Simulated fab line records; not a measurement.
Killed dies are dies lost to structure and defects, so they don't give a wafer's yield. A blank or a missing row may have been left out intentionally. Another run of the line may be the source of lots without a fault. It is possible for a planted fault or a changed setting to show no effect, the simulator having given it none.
Which tool is to blame?    flow ritCmos    7 lots, 21 wafers sampled, at 1 step of a route of 202

WHAT EACH GAUGE READ, for each wafer
RIT_ACTIVE_CD_MEAS_11: target cd 1400 nm.
lot   measured     on        cdNm (nm)
L175  day 1 19:50  cdSem-01  1399.5 1396.6 1399.4
L178  day 2 11:43  cdSem-02  1399.5 1398.6 1398.7
L182  day 3 07:19  cdSem-02  1401.0 1400.4 1399.6
L185  day 3 21:50  cdSem-01  1399.5 1400.1 1401.7
L192  day 5 08:27  cdSem-02  1395.5 1394.6 1396.6
L195  day 6 01:52  cdSem-01  1398.2 1398.4 1398.1
L197  day 6 10:39  cdSem-01  1401.9 1401.7 1404.3

WHAT TOOL EACH LOT RAN ON (gives the tool, then ch and the chambers of the sampled wafers, and finally the start)
Before these readings, the record contains no process step.

THE ANSWER, worked out from the rows above alone
Rule: what is usual is taken from the lots themselves. Put in order of their means at a reading, lots are off if they are a third of the lots or fewer, leave a main group of 4 or more, and stand apart from it by a gap of 3 or more times the standard deviation of the main group's means; of several such gaps the widest counts. A main group whose means are all the same, to the digits that the tables above print for the reading, isn't used. A lot without any number at a reading at which 4 lots or more have one is off too. All remaining lots with rows at the step are treated as sound.
None of the lots is off at any reading shown; this tells nothing.

WHAT WAS PUT IN BY THE SIMULATOR
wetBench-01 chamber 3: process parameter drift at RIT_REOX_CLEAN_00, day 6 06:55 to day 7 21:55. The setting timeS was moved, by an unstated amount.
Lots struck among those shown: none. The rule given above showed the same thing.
